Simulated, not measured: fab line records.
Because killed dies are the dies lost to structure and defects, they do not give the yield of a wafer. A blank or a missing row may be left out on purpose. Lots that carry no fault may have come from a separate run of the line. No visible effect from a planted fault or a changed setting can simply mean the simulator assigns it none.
Which tool did it?	flow ritCmos	45 wafers from 15 lots sampled at 3 of the route's 202 steps

## WHAT THE GAUGES SHOWED, per wafer
RIT_NWELL_TW_MEAS_10.
lot	measured	on	NWELL_TW
L687	day 1 21:32	filmMetro-01	2085 2093 2095
L688	day 2 03:56	filmMetro-02	2670 2673 2680
L689	day 2 11:28	filmMetro-04	2667 2668 2673
L692	day 3 01:03	filmMetro-02	2146 2153 2162
L693	day 3 04:51	filmMetro-01	2595 2618 2604
L698	day 4 07:17	filmMetro-04	2133 2128 2137
L700	day 4 14:32	filmMetro-01	2099 2099 2100
L702	day 5 02:29	filmMetro-02	2155 2136 2149
L703	day 5 07:01	filmMetro-04	2149 2143 2157
L704	day 5 10:39	filmMetro-02	2145 2150 2149
L705	day 5 17:04	filmMetro-01	2101 2089 2091
L707	day 6 02:34	filmMetro-02	2141 2132 2138
L708	day 6 07:38	filmMetro-02	2136 2137 2139
L709	day 6 15:26	filmMetro-04	2155 2158 2164
L710	day 6 18:28	filmMetro-02	2144 2121 2145

RIT_WELLDRIVE_RS_MEAS_01: uses a four-point probe to measure.
lot	measured	on	NWELL_RS (ohm/sq)
L687	day 2 04:25	filmMetro-01	275.8 275.8 275.9
L688	day 2 11:16	filmMetro-01	182.5 181.9 182.8
L689	day 2 19:02	filmMetro-01	182.9 183.2 183.0
L692	day 3 09:00	filmMetro-04	276.5 275.8 275.7
L693	day 3 12:50	filmMetro-04	182.6 181.3 182.3
L698	day 4 14:43	filmMetro-02	275.8 274.8 276.3
L700	day 4 21:21	filmMetro-01	275.1 275.0 274.8
L702	day 5 09:11	filmMetro-01	276.1 276.7 277.6
L703	day 5 14:16	filmMetro-01	274.6 275.9 275.3
L704	day 5 17:38	filmMetro-02	274.3 274.8 274.2
L705	day 5 23:56	filmMetro-04	275.8 276.1 276.3
L707	day 6 10:56	filmMetro-01	276.0 275.9 275.2
L708	day 6 15:49	filmMetro-01	275.7 276.0 276.1
L709	day 6 23:04	filmMetro-02	274.8 275.2 274.8
L710	day 7 01:56	filmMetro-01	275.7 276.5 275.7

## TOOL THAT RAN EACH LOT (tool first, then ch and the chambers of the sampled wafers, then the start)
lot	RIT_NWELL_IMPLANT_08
L687	implanter-04 ch 0, day 1 21:15
L688	implanter-04 ch 0, day 2 03:19
L689	implanter-02 ch 0, day 2 10:50
L692	implanter-04 ch 0, day 3 00:44
L693	implanter-01 ch 0, day 3 04:13
L698	implanter-01 ch 0, day 4 06:58
L700	implanter-02 ch 0, day 4 14:13
L702	implanter-02 ch 0, day 5 02:10
L703	implanter-04 ch 0, day 5 06:42
L704	implanter-02 ch 0, day 5 10:20
L705	implanter-04 ch 0, day 5 16:45
L707	implanter-04 ch 0, day 6 02:14
L708	implanter-04 ch 0, day 6 07:18
L709	implanter-04 ch 0, day 6 15:07
L710	implanter-01 ch 0, day 6 18:08
- RIT_NWELL_IMPLANT_08

## AS READ BY THE TOOLS THEMSELVES (means over the sampled wafers that have a number; for cases with no such wafer, the mark the record gives instead)
The record holds no such reading with a usual standard deviation.

## THE ANSWER, worked out from the rows above alone
Rule: what is usual is taken from the lots themselves. The widest of any qualifying gaps counts: lots, ordered by their means at a reading, are off when they make up no more than a third of the lots, leave a main group of 4 or more, and stand apart from it by 3 or more times the standard deviation of that group's means. The tables above print the reading to a certain number of digits; a main group whose means all agree to those digits is not used. Also off: a lot with no number at a reading for which 4 or more lots have one. The other lots that the step has rows for count as sound. The gauges are gone through in route order, then the tools' own readings, and for those a lot's mean is taken as printed above. The first step at which some lot is off is used, and at that step the reading that is off furthest; a lot without a number counts as furthest.
Off: L688, L689, L693, seen at RIT_NWELL_TW_MEAS_10 (NWELL_TW). The main group has a mean of 2132 with a standard deviation of 23.
If a tool, at a process step before that reading, ran all the lots that are off and no sound lot after the first of them, it fits. Those tools and the gauges at RIT_NWELL_TW_MEAS_10 are tried in the same way. Of those tried, none fits.

## WHAT HAD BEEN PUT IN BY THE SIMULATOR
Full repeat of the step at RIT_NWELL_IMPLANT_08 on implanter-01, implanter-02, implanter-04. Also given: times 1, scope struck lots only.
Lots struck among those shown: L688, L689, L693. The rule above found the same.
